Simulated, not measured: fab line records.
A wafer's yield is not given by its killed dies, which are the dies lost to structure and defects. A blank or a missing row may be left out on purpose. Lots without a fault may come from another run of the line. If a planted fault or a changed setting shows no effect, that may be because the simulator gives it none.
Matching of chambers + flow ritCmos + RIT_GATE_ETCH_19 on rieSi-01: 4 sister chambers
The step etches poly-Si in SF6/CHF3/O2, stops on SiO2, time 165 s, target depth 312.5 nm. 4 wafers are shown with their chamber, then 7 later ones without.

## WAFERS WITH THEIR CHAMBER
| wafer  | chamber | throttleValvePct (%) |
|--------|---------|----------------------|
| L238.1 | 1       | 10.41                |
| L240.6 | 2       | 9.94                 |
| L242.2 | 3       | 10.11                |
| L242.5 | 0       | 10.33                |

## WAFERS WITH NO CHAMBER GIVEN
| wafer  | throttleValvePct (%) |
|--------|----------------------|
| L242.6 | 10.10                |
| L244.2 | 10.11                |
| L244.4 | 10.34                |
| L244.5 | 10.35                |
| L246.1 | 10.33                |
| L246.3 | 10.38                |
| L246.4 | 9.94                 |

## THE CHAMBER EACH PASSED THROUGH
| wafer  | from the rows above     | in truth |
|--------|-------------------------|----------|
| L242.6 | 3                       | 3        |
| L244.2 | 3                       | 3        |
| L244.4 | 0                       | 0        |
| L244.5 | 0                       | 0        |
| L246.1 | 0                       | 0        |
| L246.3 | can't be placed: 1 or 0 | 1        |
| L246.4 | 2                       | 2        |
Placed correctly: 6 of 7. Cannot be placed on the basis of these rows: 1; the candidates contain the true chamber in 1. 0 placed wrongly.
How it was worked out, from the rows above alone: a wafer's distance from a chamber is the root of the sum, over the readings, of the square of ((its reading less the chamber's mean) divided by the reading's scatter). If the next closest chamber is less than 2 further off than the closest, the wafer can't be placed; otherwise it belongs to the closest. Each chamber's mean is taken over the wafers shown for it. The scatter (one wafer shown for each chamber): square how far every hidden wafer sits from the nearest shown wafer, average those squares and take the square root.
